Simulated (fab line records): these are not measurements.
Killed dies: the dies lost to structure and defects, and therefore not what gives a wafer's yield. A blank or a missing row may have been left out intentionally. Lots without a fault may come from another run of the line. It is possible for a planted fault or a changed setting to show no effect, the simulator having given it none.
Matching of chambers    flow berkeleyCmos170    UCB170_GATE_ETCH_15 on rieSi-01: 4 sister chambers
The step etches poly-Si in HBr/Cl2, stops on SiO2, time 56.3 s, target depth 278.2 nm. 4 wafers are shown with their chamber, then 7 later ones without.

WAFERS, EACH WITH ITS CHAMBER
wafer   chamber  throttleValvePct (%)
L733.2  0        26.20
L733.4  2        26.21
L740.5  1        26.08
L742.1  3        26.58

WAFERS WITHOUT THEIR CHAMBER
wafer   throttleValvePct (%)
L742.5  26.08
L742.6  26.21
L741.1  26.20
L741.2  26.59
L741.5  26.58
L747.2  26.09
L747.4  26.20

WHICH CHAMBER EACH ONE RAN IN
wafer   from the rows above      in truth
L742.5  1                        1
L742.6  can't be placed: 2 or 0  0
L741.1  can't be placed: 0 or 2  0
L741.2  3                        3
L741.5  3                        3
L747.2  1                        1
L747.4  can't be placed: 0 or 2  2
4 of 7 placed correctly. These rows do not allow placing 3 (true chamber among the candidates in 3). Wrongly placed: 0.
How it was worked out, from the rows above alone: a wafer's distance from a chamber is the root of the sum, over the readings, of the square of ((its reading less the chamber's mean) divided by the reading's scatter). If the next closest chamber is less than 2 further off than the closest, the wafer can't be placed; otherwise it belongs to the closest. For every chamber, the mean is computed from those of its wafers that are shown. The scatter: with one shown wafer a chamber, the root of the mean of the squares of how far each hidden wafer lies from its nearest shown one.
